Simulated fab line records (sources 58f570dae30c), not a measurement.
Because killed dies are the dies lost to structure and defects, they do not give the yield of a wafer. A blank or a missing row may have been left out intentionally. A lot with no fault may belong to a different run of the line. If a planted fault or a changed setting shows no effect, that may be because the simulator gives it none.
Which tool did it? -- flow berkeleyCmos170 -- 7 lots with 21 wafers sampled at 2 steps, on a route of 331 steps

## WHAT EACH GAUGE READ, for each wafer
UCB170_PFIELD_TW_MEAS_09.
lot,measured,on,PFIELD_TW
L987,day 5 12:34,filmMetro-02,596 594 595
L991,day 6 10:58,filmMetro-02,598 594 593
L993,day 6 16:56,filmMetro-01,592 592 593
L997,day 7 04:19,filmMetro-01,601 598 602
L998,day 7 15:05,filmMetro-02,497 500 499 496 497 500
L108,day 9 10:56,filmMetro-02,594 596 594
L106,day 9 11:28,filmMetro-01,598 597 601

## WHAT TOOL EACH LOT RAN ON (gives the tool, then ch and the chambers of the sampled wafers, and finally the start)
lot,UCB170_PFIELD_IMPLANT_07
L987,"implanter-04 ch 0, day 5 12:19"
L991,"implanter-04 ch 0, day 6 10:43"
L993,"implanter-02 ch 0, day 6 16:43"
L997,"implanter-04 ch 0, day 7 04:05"
L998,"implanter-04 ch 0, day 7 14:50"
L108,"implanter-02 ch 0, day 9 10:41"
L106,"implanter-02 ch 0, day 9 11:13"
- UCB170_PFIELD_IMPLANT_07

## THE ANSWER, worked out from the rows above alone
Rule: the usual values come from the lots themselves. Put in order of their means at a reading, lots are off if they are a third of the lots or fewer, leave a main group of 4 or more, and stand apart from it by a gap of 3 or more times the standard deviation of the main group's means; of several such gaps the widest counts. The tables above print the reading to a certain number of digits; a main group whose means all agree to those digits is not used. A lot without any number at a reading at which 4 lots or more have one is off too. All remaining lots with rows at the step are treated as sound.
Off: L998, at UCB170_PFIELD_TW_MEAS_09 (PFIELD_TW). The main group has a mean of 596 with a standard deviation of 2.7.
A tool fits if, at a process step before that reading, it ran every lot that is off, and no sound lot after the first of them. Those tools and the gauges at UCB170_PFIELD_TW_MEAS_09 are tried in the same way. One fits: implanter-04 at UCB170_PFIELD_IMPLANT_07. A fault onset in the window from L997 (day 7 04:05, its last sound lot) to L998 (day 7 14:50, its first lot off) fits.

## WHAT THE SIMULATOR HAD INSERTED
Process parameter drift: implanter-04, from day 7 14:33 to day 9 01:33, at UCB170_PFIELD_IMPLANT_07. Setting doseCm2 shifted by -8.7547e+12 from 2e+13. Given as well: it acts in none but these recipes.
Shown lots that were struck: L998. The same result came from the rule above.
